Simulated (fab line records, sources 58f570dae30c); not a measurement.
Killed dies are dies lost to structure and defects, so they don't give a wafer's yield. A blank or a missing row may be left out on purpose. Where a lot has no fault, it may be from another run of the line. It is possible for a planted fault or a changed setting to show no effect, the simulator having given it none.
fab line records	flow berkeley_cmos170
[record] lots = 5	wafers = 15	last_day = 11
route steps=331 shown M1@242 V1@254
lots with no fault: from the same line, run without faults
start_h: start of the lot's first displayed wafer, in hours after the record's first day	wait_h: hours elapsed since this lot's preceding step	" the same as in the row above	L1.1+2: one row covering several wafers at once	- no value, or no start was given	* or withheld: withheld	< > ~ a bound
route shown NAME@n: NAME is a module with steps in the file, n the number in the route of the first one	usual: mean/standard deviation of fault-free wafers	same: alike in all rows	chamber/n: place in a boat	sites: the reading at each site	_std_site: the values' standard deviation	_edge_site: the outer-site mean with the inner-site mean subtracted	radius_mm: for every site, how far away it sits from the centre of the wafer	mask NAME#n: copy n	behind: tool/chamber where the wafer was last shaped	hold: why the lot went on hold/how many hours it stayed there/how the hold came to an end	device: which transistor (n, p or np) failed to switch	end of line: at the end of the route, the tests of the same wafers	a step with no rows: only its recipe	killed: dies that structure and defects cost at the first sort, which is not the same as the wafer's yield	map: per-die view of a wafer (x killed, . not killed, _ where there is no die)
set.NAME: the run value of the setting; set.NAME@STEP: its run value at that earlier step	model.NAME: the simulator's own value behind a step, which no gauge read
lots seen at some steps along the route; tables by step, rows by wafer
services: from which hour (start_h, from the record's first day; less than 0 if before it) a tool's chamber was out of use, for how many hours, and why
[[steps]]
[step UCB170_M1_COAT_04]
[recipe] resist = KrF	spin_rpm = 1500	resist_thk_nm = 900
lot.wafer	tool	chamber	start_h	wait_h
L074.1+3+5	litho_track-02	0	-	-
L081.1+2+6	litho_track-01	0	-	-
L087.1+3+6	litho_track-04	0	-	-
L088.1+4+6	litho_track-04	0	-	-
L093.2+5+6	litho_track-02	0	-	-
[step UCB170_M1_SOFTBAKE_05]
[recipe] resist = KrF	temp_c = 130	time_s = 60
lot.wafer	tool	chamber	start_h	wait_h
L074.1+3+5	litho_track-02	0	-	-
L081.1+2+6	litho_track-01	0	-	-
L087.1+3+6	litho_track-04	0	-	-
L088.1+4+6	litho_track-04	0	-	-
L093.2+5+6	litho_track-02	0	-	-
[step UCB170_M1_EXPOSE_06]
[recipe] mask_id = METAL1	target_cd_nm = 700	na = 0.5	sigma_outer = 0.6	source_shape = conventional	dose_mj = 21
lot.wafer	tool	chamber	start_h	wait_h	mask
L074.1+3+5	krf_scanner-02	0	179.75	-	METAL1#0
L081.1+2+6	krf_scanner-02	0	207.95	-	METAL1#0
L087.1+3+6	krf_scanner-01	0	238.71	-	METAL1#0
L088.1+4+6	krf_scanner-02	0	239.73	-	METAL1#0
L093.2+5+6	krf_scanner-01	0	260.38	-	METAL1#0
[step UCB170_M1_PEB_07]
[recipe] peb_temp_c = 130	peb_time_s = withheld	resist = KrF
lot.wafer	tool	chamber	start_h	wait_h
L074.1+3+5	litho_track-01	0	179.87	0.1
L081.1+2+6	litho_track-04	0	208.07	0.1
L087.1+3+6	litho_track-02	0	239.16	0.4
L088.1+4+6	litho_track-01	0	239.85	0.1
L093.2+5+6	litho_track-01	0	261.04	0.6
[step UCB170_M1_DEVELOP_08]
[recipe] developer = TMAH	develop_time_s = 45	resist = KrF	dev_temp_c = 21
lot.wafer	tool	chamber	start_h	wait_h
L074.1+3+5	litho_track-01	0	-	-
L081.1+2+6	litho_track-04	0	-	-
L087.1+3+6	litho_track-02	0	-	-
L088.1+4+6	litho_track-01	0	-	-
L093.2+5+6	litho_track-01	0	-	-
[step UCB170_M1_CD_MEAS_09]
[recipe] target_cd_nm = 700
[usual] cd_nm = 700.1/1.2
lot.wafer	tool	chamber	start_h	wait_h	cd_nm
L074.1	cd_sem-01	-	180.15	-	700.2
L074.3	"	-	"	"	700.6
L074.5	"	-	"	"	700.4
L081.1	cd_sem-02	-	208.35	-	699.4
L081.2	"	-	"	"	699.7
L081.6	"	-	"	"	699.8
L087.1	cd_sem-01	-	239.43	-	701.7
L087.3	"	-	"	"	701.7
L087.6	"	-	"	"	700.2
L088.1	cd_sem-01	-	240.12	-	699.5
L088.4	"	-	"	"	698.0
L088.6	"	-	"	"	699.5
L093.2	cd_sem-01	-	261.31	-	701.0
L093.5	"	-	"	"	700.1
L093.6	"	-	"	"	700.1
[step UCB170_M1_OVL_MEAS_10]
[usual] M1_OVL = 2/5.6
lot.wafer	tool	chamber	start_h	wait_h	M1_OVL[nm]
L074.1	overlay-01	-	180.27	0.1	3
L074.3	"	-	"	"	4
L074.5	"	-	"	"	10
L081.1	overlay-01	-	208.47	0.1	2
L081.2	"	-	"	"	6
L081.6	"	-	"	"	2
L087.1	overlay-02	-	239.55	0.1	11
L087.3	"	-	"	"	8
L087.6	"	-	"	"	1
L088.1	overlay-02	-	240.24	0.1	-4
L088.4	"	-	"	"	-5
L088.6	"	-	"	"	7
L093.2	overlay-01	-	261.42	0.1	-8
L093.5	"	-	"	"	-2
L093.6	"	-	"	"	-7
[step UCB170_M1_ETCH_11]
[recipe] chemistry = N2/H2	target_depth_a = withheld	overetch_a = withheld	target = BARC	time_s = withheld	source_w = 500	bias_w = 100	pressure_mtorr = 30	n2_flow_sccm = 100	h2_flow_sccm = 200
[usual] bias_w = 100.0/0.31	chamber_pressure_mTorr = 30.002/0.029	drypump_motor_current_A = 5.9/0.53	oes_product_au = 0.996/0.015	throttle_valve_pct = 13.35/0.21
lot.wafer	tool	chamber	start_h	wait_h	bias_w	chamber_pressure_mTorr	drypump_motor_current_A	oes_product_au	throttle_valve_pct
L074.1	rie_diel-03	2	180.30	0.0	99.4	29.991	6.6	1.005	13.62
L074.3	"	1	"	"	99.7	30.000	6.6	0.977	12.94
L074.5	"	0	"	"	99.5	29.971	6.2	1.009	13.56
L081.1	rie_diel-02	1	208.50	0.0	99.9	30.033	5.2	1.002	13.35
L081.2	"	2	"	"	100.0	30.031	5.9	0.996	13.52
L081.6	"	2	"	"	100.1	30.025	5.9	1.006	13.55
L087.1	rie_diel-02	2	239.59	0.0	100.0	29.974	5.9	1.005	13.53
L087.3	"	0	"	"	99.9	30.042	6.2	0.969	13.27
L087.6	"	3	"	"	99.3	29.993	5.9	0.994	13.33
L088.1	rie_diel-02	0	240.28	0.0	99.8	30.009	6.2	0.952	13.28
L088.4	"	3	"	"	100.2	30.013	5.9	0.994	13.33
L088.6	"	0	"	"	99.9	29.965	6.2	0.953	13.26
L093.2	rie_diel-03	3	261.45	0.0	99.8	29.959	5.2	1.016	13.38
L093.5	"	1	"	"	100.2	29.931	6.6	0.983	12.96
L093.6	"	0	"	"	100.1	29.968	6.3	1.010	13.54
[step UCB170_M1_METAL_ETCH_12]
[recipe] chemistry = Cl2/BCl3	target = Al	stop_on = PSG	pressure_mtorr = 12	target_depth_a = 7800	over_etch_frac = 0.3	time_s = 130	icp_w = 600	bias_w = 120	Cl2_flow_sccm = 90	bcl3_flow_sccm = 45
[usual] bias_w = 120.0/0.34	chamber_pressure_mTorr = 12.000/0.012	drypump_motor_current_A = 5.7/0.52	oes_product_au = 0.855/0.013	throttle_valve_pct = 24.15/0.21
lot.wafer	tool	chamber	start_h	wait_h	bias_w	chamber_pressure_mTorr	drypump_motor_current_A	oes_product_au	rf_hours_counter_h	throttle_valve_pct
L074.1	rie_metal-03	1	180.34	-	119.8	12.016	6.7	0.859	10	24.27
L074.3	"	1	"	"	120.0	11.982	6.7	0.844	-	24.26
L074.5	"	1	"	"	120.5	12.012	6.7	0.851	-	24.27
L081.1	rie_metal-03	1	208.54	-	119.6	11.978	6.7	0.841	11	24.27
L081.2	"	0	"	"	120.1	12.015	6.1	0.830	7	23.94
L081.6	"	1	"	"	119.9	12.013	6.7	0.852	-	24.28
L087.1	rie_metal-04	1	239.63	-	120.5	11.981	4.9	0.859	14	24.17
L087.3	"	1	"	"	119.5	12.014	5.0	0.865	-	24.16
L087.6	"	1	"	"	120.2	11.997	4.9	0.862	-	24.16
L088.1	rie_metal-02	0	240.32	-	120.4	11.972	5.6	0.852	7	24.10
L088.4	"	0	"	"	120.2	12.016	5.6	0.849	-	24.10
L088.6	"	0	"	"	120.0	12.009	5.6	0.850	-	24.11
L093.2	rie_metal-03	0	261.49	-	120.3	12.002	6.1	0.847	9	23.92
L093.5	"	1	"	"	120.1	12.003	6.7	0.864	-	24.39
L093.6	"	0	"	"	119.9	11.991	6.1	0.838	-	23.94
[step UCB170_M1_STRIP_13]
[recipe] chemistry = O2	power_w = 400	pressure_mtorr = 3500	platen_temp_c = withheld	o2_flow_sccm = 400	overash_fraction = 0.5
[usual] chamber_pressure_mTorr = 3500/3.4	drypump_motor_current_A = 5.46/0.24	oes_product_au = 0.720/0.0044
lot.wafer	tool	chamber	start_h	wait_h	chamber_pressure_mTorr	drypump_motor_current_A	oes_product_au	rf_hours_counter_h
L074.1	plasma_asher-04	1	180.48	0.1	3494	5.46	0.714	38
L074.3	"	1	"	"	3503	5.49	0.718	-
L074.5	"	1	"	"	3499	5.44	0.720	-
L081.1	plasma_asher-03	0	208.68	0.1	3497	5.27	0.724	8
L081.2	"	1	"	"	3498	5.87	0.720	8
L081.6	"	1	"	"	3500	5.87	0.718	-
L087.1	plasma_asher-03	1	239.76	0.1	3500	5.83	0.714	12
L087.3	"	0	"	"	3493	5.35	0.717	-
L087.6	"	1	"	"	3501	5.86	0.725	-
L088.1	plasma_asher-04	0	240.59	0.2	3498	5.24	0.725	46
L088.4	"	1	"	"	3503	5.47	0.715	-
L088.6	"	0	"	"	3499	5.26	0.721	-
L093.2	plasma_asher-04	1	261.62	0.1	3498	5.46	0.721	49
L093.5	"	1	"	"	3498	5.47	0.729	-
L093.6	"	0	"	"	3494	5.25	0.727	-
[step UCB170_M1_CD_MEAS_90]
[recipe] target_cd_nm = 700
[usual] cd_nm = 699.6/2.9
lot.wafer	tool	chamber	start_h	wait_h	cd_nm
L074.1	cd_sem-01	-	180.58	0.1	701.6
L074.3	"	-	"	"	704.6
L074.5	"	-	"	"	701.6
L081.1	cd_sem-01	-	208.78	0.1	699.2
L081.2	"	-	"	"	701.4
L081.6	"	-	"	"	701.1
L087.1	cd_sem-01	-	239.86	0.1	698.3
L087.3	"	-	"	"	697.2
L087.6	"	-	"	"	694.8
L088.1	cd_sem-01	-	240.69	0.1	699.3
L088.4	"	-	"	"	695.5
L088.6	"	-	"	"	697.3
L093.2	cd_sem-02	-	261.74	0.1	705.3
L093.5	"	-	"	"	702.4
L093.6	"	-	"	"	703.2
[step UCB170_M1_ANNEAL_14]
[recipe] temp_c = 400	time_s = 1200	ambient = forming_gas
[usual] spike_tc_centre_C = 400.4/1	spike_tc_load_C = 416.6/1.1
lot.wafer	tool	chamber	start_h	wait_h	spike_tc_centre_C	spike_tc_load_C
L074.1	furnace-03	0	181.50	0.9	400.0	418.7
L074.3	"	0	"	"	400.3	416.7
L074.5	"	0	"	"	399.5	416.7
L081.1	furnace-03	0	208.90	0.1	399.4	416.9
L081.2	"	0	"	"	399.2	416.0
L081.6	"	0	"	"	400.7	415.9
L087.1	furnace-03	0	241.21	1.3	400.7	417.0
L087.3	"	0	"	"	399.6	417.1
L087.6	"	0	"	"	400.7	415.6
L088.1	furnace-03	0	241.21	0.5	401.5	416.4
L088.4	"	0	"	"	402.4	416.1
L088.6	"	0	"	"	401.0	417.3
L093.2	furnace-03	0	261.84	0.1	399.9	415.3
L093.5	"	0	"	"	400.7	416.3
L093.6	"	0	"	"	402.0	416.2
[step UCB170_V1_CVD_00]
[recipe] material = SiO2	target_thk_nm = 2000	temp_c = 390	precursor = TEOS/O2	time_s = 250	rf_w = 550	pressure_mtorr = 9000
[usual] heater_power_w = 254/56
lot.wafer	tool	chamber	start_h	wait_h	heater_power_w
L074.1	pecvd-03	0	182.84	0.0	312
L074.3	"	1	"	"	289
L074.5	"	1	"	"	202
L081.1	pecvd-01	2	210.23	0.0	306
L081.2	"	1	"	"	220
L081.6	"	2	"	"	212
L087.1	pecvd-03	1	242.54	0.0	293
L087.3	"	0	"	"	242
L087.6	"	2	"	"	214
L088.1	pecvd-01	1	242.54	0.0	207
L088.4	"	0	"	"	338
L088.6	"	1	"	"	224
L093.2	pecvd-01	1	263.17	0.0	232
L093.5	"	0	"	"	337
L093.6	"	2	"	"	293
[step UCB170_V1_THK_MEAS_01]
[recipe] reads = SiO2_of_V1_CVD_00
[usual] V1_TEOS_THK = 1992/23
lot.wafer	tool	chamber	start_h	wait_h	V1_TEOS_THK[nm]
L074.1	film_metro-02	-	182.99	0.1	1978
L074.3	"	-	"	"	1985
L074.5	"	-	"	"	2004
L081.1	film_metro-01	-	210.39	0.1	1967
L081.2	"	-	"	"	1994
L081.6	"	-	"	"	1995
L087.1	film_metro-02	-	242.70	0.1	1969
L087.3	"	-	"	"	1972
L087.6	"	-	"	"	1990
L088.1	film_metro-04	-	242.77	0.2	1971
L088.4	"	-	"	"	1980
L088.6	"	-	"	"	2003
L093.2	film_metro-01	-	263.34	0.1	1995
L093.5	"	-	"	"	1971
L093.6	"	-	"	"	2008
[step UCB170_V1_CMP_02]
[recipe] material = SiO2	down_force_psi = 6	platen_rpm = 60	pad_velocity_m_s = 0.75398
[usual] motor_current_A = 16.1/2.1
lot.wafer	tool	chamber	start_h	wait_h	motor_current_A
L074.3	cmp-01	3	183.05	0.0	19.1
L074.1	"	1	"	"	14.0
L074.5	"	0	"	"	14.2
L081.2	cmp-02	3	210.50	0.1	20.5
L081.1	"	1	"	"	15.9
L081.6	"	3	"	"	20.4
L088.4	cmp-01	1	242.83	0.0	15.2
L088.1	"	2	"	"	12.7
L088.6	"	2	"	"	12.4
L087.3	cmp-02	2	242.86	0.1	16.4
L087.1	"	3	"	"	19.4
L087.6	"	1	"	"	17.7
L093.2	cmp-02	3	263.39	0.0	19.2
L093.5	"	3	"	"	19.3
L093.6	"	0	"	"	15.8
[step UCB170_V1_BOW_MEAS_03]
[recipe] mode = bow
[usual] V1_BOW = 17/6.7
lot.wafer	tool	chamber	start_h	wait_h	V1_BOW[um]
L074.1	film_metro-04	-	183.35	0.1	25
L074.3	"	-	"	"	34
L074.5	"	-	"	"	18
L081.1	film_metro-02	-	210.75	0.1	7
L081.2	"	-	"	"	28
L081.6	"	-	"	"	29
L087.1	film_metro-02	-	243.06	0.1	19
L087.3	"	-	"	"	19
L087.6	"	-	"	"	13
L088.1	film_metro-04	-	243.13	0.2	19
L088.4	"	-	"	"	19
L088.6	"	-	"	"	25
L093.2	film_metro-01	-	263.71	0.3	22
L093.5	"	-	"	"	15
L093.6	"	-	"	"	17
[step UCB170_V1_THK_MEAS_04]
[recipe] reads = SiO2_of_V1_CVD_00
[usual] V1_POLISHED_THK = 1000.1/1.3
lot.wafer	tool	chamber	start_h	wait_h	V1_POLISHED_THK[nm]
L074.1	film_metro-04	-	183.47	0.1	998.7
L074.3	"	-	"	"	996.9
L074.5	"	-	"	"	997.6
L081.1	film_metro-02	-	210.87	0.1	1000.4
L081.2	"	-	"	"	999.4
L081.6	"	-	"	"	998.5
L087.1	film_metro-02	-	243.18	0.1	999.6
L087.3	"	-	"	"	1001.1
L087.6	"	-	"	"	999.6
L088.1	film_metro-04	-	243.25	0.1	998.4
L088.4	"	-	"	"	999.1
L088.6	"	-	"	"	999.8
L093.2	film_metro-01	-	263.82	0.1	1000.7
L093.5	"	-	"	"	1000.0
L093.6	"	-	"	"	998.9
[step UCB170_V1_CLEAN_05]
[recipe] chemistry = DIW
lot.wafer	tool	chamber	start_h	wait_h
L074.1+3+5	wet_bench-01	2	183.53	0.1
L081.1+2+6	wet_bench-01	3	210.93	0.1
L087.1+3+6	wet_bench-04	2	244.28	1.1
L088.1+4+6	wet_bench-04	2	244.28	1.0
L093.2+5+6	wet_bench-01	0	264.00	0.2
[step UCB170_V1_HMDS_06]
[recipe] prime_time_s = 60	prime_temp_c = 100
lot.wafer	tool	chamber	start_h	wait_h
L074.1+3+5	litho_track-01	0	183.72	0.0
L081.1+2+6	litho_track-03	0	211.40	0.3
L087.1+3+6	litho_track-02	0	244.46	0.0
L088.1+4+6	litho_track-01	0	244.52	0.1
L093.2+5+6	litho_track-02	0	264.23	0.0
[step UCB170_V1_COAT_07]
[recipe] resist = KrF	spin_rpm = 1500	resist_thk_nm = 900
lot.wafer	tool	chamber	start_h	wait_h
L074.1+3+5	litho_track-01	0	183.87	0.1
L081.1+2+6	litho_track-03	0	211.55	0.1
L087.1+3+6	litho_track-02	0	244.61	0.1
L088.1+4+6	litho_track-01	0	244.67	0.1
L093.2+5+6	litho_track-02	0	264.38	0.1
[step UCB170_V1_SOFTBAKE_08]
[recipe] resist = KrF	temp_c = 130	time_s = 60
lot.wafer	tool	chamber	start_h	wait_h
L074.1+3+5	litho_track-01	0	184.02	0.1
L081.1+2+6	litho_track-03	0	211.70	0.1
L087.1+3+6	litho_track-02	0	244.76	0.1
L088.1+4+6	litho_track-01	0	244.82	0.1
L093.2+5+6	litho_track-02	0	264.53	0.1
[step UCB170_V1_EXPOSE_09]
[recipe] mask_id = VIA1	target_cd_nm = 700	na = 0.5	sigma_outer = 0.6	source_shape = conventional	dose_mj = 37
lot.wafer	tool	chamber	start_h	wait_h	mask
L074.1+3+5	krf_scanner-01	0	184.17	0.1	VIA1#0
L081.1+2+6	krf_scanner-01	0	211.98	0.2	VIA1#0
L087.1+3+6	krf_scanner-02	0	244.91	0.1	VIA1#0
L088.1+4+6	krf_scanner-01	0	245.15	0.3	VIA1#0
L093.2+5+6	krf_scanner-02	0	264.67	0.1	VIA1#0
[step UCB170_V1_PEB_10]
[recipe] peb_temp_c = 130	peb_time_s = withheld	resist = KrF
lot.wafer	tool	chamber	start_h	wait_h
L074.1+3+5	litho_track-01	0	184.62	0.4
L081.1+2+6	litho_track-02	0	212.09	0.1
L087.1+3+6	litho_track-03	0	245.02	0.1
L088.1+4+6	litho_track-02	0	245.27	0.1
L093.2+5+6	litho_track-02	0	264.80	0.1
[step UCB170_V1_DEVELOP_11]
[recipe] developer = TMAH	develop_time_s = 45	resist = KrF	dev_temp_c = 21
lot.wafer	tool	chamber	start_h	wait_h
L074.1+3+5	litho_track-01	0	-	-
L081.1+2+6	litho_track-02	0	-	-
L087.1+3+6	litho_track-03	0	-	-
L088.1+4+6	litho_track-02	0	-	-
L093.2+5+6	litho_track-02	0	-	-
[step UCB170_V1_CD_MEAS_12]
[recipe] target_cd_nm = 700
[usual] cd_nm = 699.4/1.5
lot.wafer	tool	chamber	start_h	wait_h	cd_nm
L074.1	cd_sem-02	-	184.90	-	701.3
L074.3	"	-	"	"	702.0
L074.5	"	-	"	"	701.7
L081.1	cd_sem-02	-	212.37	-	700.2
L081.2	"	-	"	"	700.1
L081.6	"	-	"	"	701.6
L087.1	cd_sem-01	-	245.30	-	698.9
L087.3	"	-	"	"	699.1
L087.6	"	-	"	"	699.9
L088.1	cd_sem-02	-	245.54	-	700.6
L088.4	"	-	"	"	699.5
L088.6	"	-	"	"	698.5
L093.2	cd_sem-02	-	265.07	-	699.7
L093.5	"	-	"	"	699.4
L093.6	"	-	"	"	700.0
[step UCB170_V1_OVL_MEAS_13]
[usual] V1_OVL = -2/5
lot.wafer	tool	chamber	start_h	wait_h	V1_OVL[nm]
L074.1	overlay-02	-	185.02	0.1	2
L074.3	"	-	"	"	-13
L074.5	"	-	"	"	-10
L081.1	overlay-01	-	212.49	0.1	-2
L081.2	"	-	"	"	-1
L081.6	"	-	"	"	-2
L087.1	overlay-02	-	245.42	0.1	-7
L087.3	"	-	"	"	0
L087.6	"	-	"	"	-7
L088.1	overlay-01	-	245.66	0.1	7
L088.4	"	-	"	"	-3
L088.6	"	-	"	"	2
L093.2	overlay-02	-	265.17	0.1	-6
L093.5	"	-	"	"	0
L093.6	"	-	"	"	-6
[[services]]
tool	chamber	start_h	hours	kind
rie_diel-02	0	158.88	51.2	repair
cmp-01	-	159.52	1.9	repair
rie_diel-02	2	165.59	7.0	repair
krf_scanner-01	-	171.27	1.3	pm
cmp-01	-	172.57	0.4	repair
krf_scanner-01	0	179.65	-	calibration
pecvd-01	1	182.64	5.9	repair
rie_metal-04	-	186.86	1.4	pm
rie_diel-03	1	190.93	11.5	repair
plasma_asher-03	-	199.55	2.8	pm
plasma_asher-04	-	209.06	5.4	repair
krf_scanner-02	-	211.18	1.0	pm
wet_bench-01	-	211.59	1.7	repair
krf_scanner-01	-	222.00	1.0	pm
cmp-01	-	228.20	0.4	repair
pecvd-03	-	229.03	1.6	repair
cmp-01	-	232.00	4.0	pm
pecvd-01	2	234.18	28.9	repair
pecvd-01	-	236.51	0.3	repair
rie_metal-03	1	236.95	-	clean
rie_metal-03	1	236.95	12.6	scheduled_down
rie_metal-03	1	236.95	12.6	vent_cycle
cmp-02	-	238.83	1.1	repair
rie_metal-04	-	253.17	0.9	repair
[[key]]
fault none
